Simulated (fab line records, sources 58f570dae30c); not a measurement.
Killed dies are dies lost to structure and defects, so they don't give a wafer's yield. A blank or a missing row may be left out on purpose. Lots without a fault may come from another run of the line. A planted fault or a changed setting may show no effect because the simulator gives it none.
fab line records | flow berkeley_cmos170 | part 2 of 2: steps 28 to 38 of 38
record lots=5 wafers=15 last_day=11
route steps=331 shown PWELL@39 WELLDRIVE@55 ACTIVE@60
lots that met no fault: from a run of the same line without faults
start_h: hours from the record's first day to the start of the lot's first wafer shown | wait_h: hours since the lot's step before | " the same as in the row above | L1.1+2: a row that stands for several wafers | - no value, or no start given | * or withheld: withheld | < > ~ a bound
route shown NAME@n: a module of which the file shows steps, and the number in the route of the first | usual: mean/standard deviation of fault-free wafers | same: alike in all rows | chamber/n: place in a boat | sites: the reading at each site | _std_site: their standard deviation | _edge_site: outer sites' mean less inner sites' | radius_mm: how far each site lies from the wafer's centre | mask NAME#n: copy n | behind: the tool/chamber that last shaped the wafer | hold: why the lot was held/for how many hours/how that ended | device: the transistor (n, p or np) that didn't switch | end of line: the same wafers' tests at the end of the route | a step without rows: its recipe alone | killed: dies lost to structure and defects at the first sort, not the wafer's yield | map: a wafer's dies, x killed, . not, _ none there
set.NAME: the setting as run; set.NAME@STEP: as run at that earlier step | model.NAME: the simulator's own value behind a step, which no gauge read
lots at some steps of the route; a table a step, a row a wafer
services: from which hour (start_h, from the record's first day; less than 0 if before it) a tool's chamber was out of use, for how many hours, and why
## steps
# step UCB170_ACTIVE_THK_MEAS_06
# recipe reads=Si3N4_of_ACTIVE_CVD_05
# usual ACTIVE_NITRIDE_THK=220.7/2
# columns lot.wafer tool chamber start_h wait_h ACTIVE_NITRIDE_THK[nm]
L074.4 film_metro-04 - 84.65 0.0 219.7
L074.5 " - " " 220.1
L074.6 " - " " 219.4
L079.2 film_metro-03 - 108.05 0.0 219.0
L079.3 " - " " 219.0
L079.4 " - " " 219.6
L080.2 film_metro-01 - 124.00 0.0 219.0
L080.3 " - " " 218.9
L080.5 " - " " 220.3
L083.3 film_metro-04 - 124.07 0.1 218.1
L083.4 " - " " 221.1
L083.6 " - " " 221.4
L092.3 film_metro-01 - 168.74 0.0 222.2
L092.4 " - " " 224.1
L092.5 " - " " 222.2
# step UCB170_ACTIVE_HMDS_07
# recipe prime_time_s=60 prime_temp_c=100
# same prime_time_s=60
# columns lot.wafer tool chamber start_h wait_h
L074.4+5+6 litho_track-02 0 84.76 0.1
L079.2+3+4 litho_track-04 0 108.13 0.1
L080.2+3+5 litho_track-02 0 124.10 0.1
L083.3+4+6 litho_track-02 0 124.58 0.5
L092.3+4+5 litho_track-04 0 168.83 0.1
# step UCB170_ACTIVE_COAT_08
# recipe resist=KrF spin_rpm=1500 resist_thk_nm=900
# usual spin_speed_rpm=1500.0/0.92
# columns lot.wafer tool chamber start_h wait_h spin_speed_rpm
L074.4 litho_track-02 0 84.91 0.1 1500.0
L074.5 " 0 " " 1499.4
L074.6 " 0 " " 1499.6
L079.2 litho_track-04 0 108.28 0.1 1500.8
L079.3 " 0 " " 1499.6
L079.4 " 0 " " 1500.4
L080.2 litho_track-02 0 124.25 0.1 1501.6
L080.3 " 0 " " 1501.5
L080.5 " 0 " " 1501.7
L083.3 litho_track-02 0 124.73 0.1 1499.8
L083.4 " 0 " " 1499.0
L083.6 " 0 " " 1500.5
L092.3 litho_track-04 0 168.98 0.1 1499.2
L092.4 " 0 " " 1500.2
L092.5 " 0 " " 1499.0
# step UCB170_ACTIVE_SOFTBAKE_09
# recipe resist=KrF temp_c=130 time_s=60
# usual heater_power_total_W=56.80/0.043
# columns lot.wafer tool chamber start_h wait_h heater_power_total_W
L074.4 litho_track-02 0 85.06 0.1 56.73
L074.5 " 0 " " 56.83
L074.6 " 0 " " 56.83
L079.2 litho_track-04 0 108.43 0.1 56.77
L079.3 " 0 " " 56.75
L079.4 " 0 " " 56.79
L080.2 litho_track-02 0 124.40 0.1 56.80
L080.3 " 0 " " 56.77
L080.5 " 0 " " 56.74
L083.3 litho_track-02 0 124.88 0.1 56.78
L083.4 " 0 " " 56.81
L083.6 " 0 " " 56.80
L092.3 litho_track-04 0 169.13 0.1 56.79
L092.4 " 0 " " 56.65
L092.5 " 0 " " 56.79
# step UCB170_ACTIVE_EXPOSE_10
# recipe mask_id=ACTIVE target_cd_nm=1200 na=0.5 sigma_outer=0.6 source_shape=conventional dose_mj=20.34
# columns lot.wafer tool chamber start_h wait_h mask
L074.4+5+6 krf_scanner-01 0 85.35 0.3 ACTIVE#0
L079.2+3+4 krf_scanner-01 0 108.61 0.2 ACTIVE#0
L080.2+3+5 krf_scanner-02 0 124.67 0.2 ACTIVE#0
L083.3+4+6 krf_scanner-02 0 125.33 0.4 ACTIVE#0
L092.3+4+5 krf_scanner-01 0 169.40 0.2 ACTIVE#0
# step UCB170_ACTIVE_PEB_11
# recipe peb_temp_c=130 peb_time_s=withheld resist=KrF
# usual heater_power_total_W=56.81/0.048
# columns lot.wafer tool chamber start_h wait_h heater_power_total_W
L074.4 litho_track-04 0 85.48 0.1 56.81
L074.5 " 0 " " 56.81
L074.6 " 0 " " 56.73
L079.2 litho_track-03 0 108.97 0.3 56.79
L079.3 " 0 " " 56.76
L079.4 " 0 " " 56.85
L080.2 litho_track-02 0 125.45 0.8 56.74
L080.3 " 0 " " 56.80
L080.5 " 0 " " 56.82
L083.3 litho_track-03 0 125.80 0.5 56.82
L083.4 " 0 " " 56.89
L083.6 " 0 " " 56.84
L092.3 litho_track-03 0 169.52 0.1 56.80
L092.4 " 0 " " 56.83
L092.5 " 0 " " 56.86
# step UCB170_ACTIVE_DEVELOP_12
# recipe developer=TMAH develop_time_s=45 resist=KrF dev_temp_c=21
# columns lot.wafer tool chamber start_h wait_h
L074.4+5+6 litho_track-04 0 - -
L079.2+3+4 litho_track-03 0 - -
L080.2+3+5 litho_track-02 0 - -
L083.3+4+6 litho_track-03 0 - -
L092.3+4+5 litho_track-03 0 - -
# step UCB170_ACTIVE_CD_MEAS_13
# recipe target_cd_nm=1200
# usual cd_nm=1200.3/1.3
# columns lot.wafer tool chamber start_h wait_h cd_nm
L074.4 cd_sem-02 - 85.74 - 1200.1
L074.5 " - " " 1200.2
L074.6 " - " " 1199.1
L079.2 cd_sem-02 - 109.24 - 1202.6
L079.3 " - " " 1201.7
L079.4 " - " " 1201.9
L080.2 cd_sem-01 - 125.72 - 1197.9
L080.3 " - " " 1197.8
L080.5 " - " " 1199.6
L083.3 cd_sem-01 - 126.06 - 1198.7
L083.4 " - " " 1199.6
L083.6 " - " " 1199.2
L092.3 cd_sem-02 - 169.79 - 1199.1
L092.4 " - " " 1199.0
L092.5 " - " " 1200.1
# step UCB170_ACTIVE_OVL_MEAS_14
# usual ACTIVE_OVL=3/4.7
# columns lot.wafer tool chamber start_h wait_h ACTIVE_OVL[nm]
L074.4 overlay-02 - 85.82 0.1 -2
L074.5 " - " " 8
L074.6 " - " " 2
L079.2 overlay-01 - 109.34 0.1 5
L079.3 " - " " 3
L079.4 " - " " 2
L080.2 overlay-02 - 125.83 0.1 -3
L080.3 " - " " -3
L080.5 " - " " -3
L083.3 overlay-02 - 126.15 0.1 -3
L083.4 " - " " -3
L083.6 " - " " 2
L092.3 overlay-01 - 169.88 0.1 14
L092.4 " - " " 10
L092.5 " - " " 15
# step UCB170_ACTIVE_ETCH_15
# recipe chemistry=CH3F/Ar/O2 target=Si3N4 stop_on=SiO2 CH3F_flow_sccm=20 Ar_flow_sccm=50 O2_flow_sccm=7 pressure_mtorr=50 rf_w=450 target_depth_a=2420 over_etch_frac=0.1 time_s=151
# usual drypump_motor_current_A=5.9/0.55 oes_product_au=0.936/0.012 throttle_valve_pct=7.98/0.11
# columns lot.wafer tool chamber start_h wait_h drypump_motor_current_A oes_product_au rf_hours_counter_h throttle_valve_pct
L074.4 rie_diel-02 1 85.89 0.1 5.8 0.950 - 8.18
L074.5 " 2 " " 6.2 0.930 - 7.92
L074.6 " 3 " " 6.4 0.924 - 7.96
L079.2 rie_diel-02 3 109.37 0.0 6.3 0.919 16 7.98
L079.3 " 1 " " 5.8 0.945 109 8.16
L079.4 " 0 " " 6.6 0.926 11 7.86
L080.2 rie_diel-02 3 125.86 0.0 6.3 0.921 17 7.96
L080.3 " 0 " " 6.6 0.934 12 7.84
L080.5 " 2 " " 6.2 0.926 - 7.93
L083.3 rie_diel-02 0 126.18 0.0 6.6 0.916 12 7.85
L083.4 " 1 " " 5.8 0.952 110 8.18
L083.6 " 0 " " 6.5 0.933 - 7.84
L092.3 rie_diel-02 1 169.91 0.0 5.8 0.959 112 8.17
L092.4 " 3 " " 6.4 0.937 19 7.96
L092.5 " 1 " " 5.8 0.956 - 8.18
# step UCB170_ACTIVE_STRIP_16
# recipe chemistry=O2 power_w=400 pressure_mtorr=3500 platen_temp_c=withheld o2_flow_sccm=400 overash_fraction=0.5
# usual drypump_motor_current_A=5.7/0.66 oes_product_au=0.721/0.0045 strip_time_to_endpoint_s=18.17/0.087
# columns lot.wafer tool chamber start_h wait_h drypump_motor_current_A oes_product_au rf_hours_counter_h strip_time_to_endpoint_s
L074.4 plasma_asher-04 0 85.97 0.0 5.1 0.723 - 18.03
L074.5 " 1 " " 6.6 0.724 - 18.10
L074.6 " 0 " " 5.1 0.723 - 18.07
L079.2 plasma_asher-03 0 109.47 0.1 4.9 0.720 39 18.23
L079.3 " 1 " " 6.0 0.714 - 18.21
L079.4 " 0 " " 4.9 0.721 - 18.08
L080.2 plasma_asher-03 1 125.96 0.1 6.1 0.720 41 18.05
L080.3 " 0 " " 4.9 0.720 - 18.09
L080.5 " 0 " " 4.9 0.710 - 18.25
L083.3 plasma_asher-03 1 126.31 0.1 6.0 0.719 - 18.09
L083.4 " 0 " " 4.9 0.712 - 18.12
L083.6 " 1 " " 6.0 0.720 - 18.09
L092.3 plasma_asher-03 1 170.04 0.1 6.0 0.723 - 18.18
L092.4 " 0 " " 4.9 0.717 - 18.17
L092.5 " 0 " " 4.9 0.709 - 18.20
## services
# columns tool chamber start_h hours kind
krf_scanner-02 - 34.94 0.8 pm
lpcvd-02 - 37.24 17.2 pm
implanter-03 - 38.76 4.0 pm
furnace-02 - 39.23 3.8 pm
krf_scanner-02 - 40.83 2.4 repair
plasma_asher-04 - 51.97 0.3 repair
krf_scanner-02 - 53.60 4.8 repair
krf_scanner-02 - 59.83 2.3 repair
plasma_asher-04 - 67.25 14.6 pm
rie_diel-02 0 77.10 10.1 repair
furnace-02 - 80.77 4.1 pm
rie_diel-02 1 88.41 4.6 repair
lpcvd-02 - 90.15 1.1 repair
furnace-04 - 91.79 2.6 pm
krf_scanner-01 - 104.63 1.4 repair
krf_scanner-01 - 112.65 1.0 pm
krf_scanner-02 - 121.47 1.3 pm
plasma_asher-03 - 123.03 1.1 repair
krf_scanner-01 - 132.57 0.8 pm
wet_bench-01 - 141.60 1.5 repair
lpcvd-02 - 148.83 0.5 repair
krf_scanner-01 - 149.13 1.3 pm
krf_scanner-02 - 154.60 1.0 pm
furnace-01 - 166.47 3.3 pm
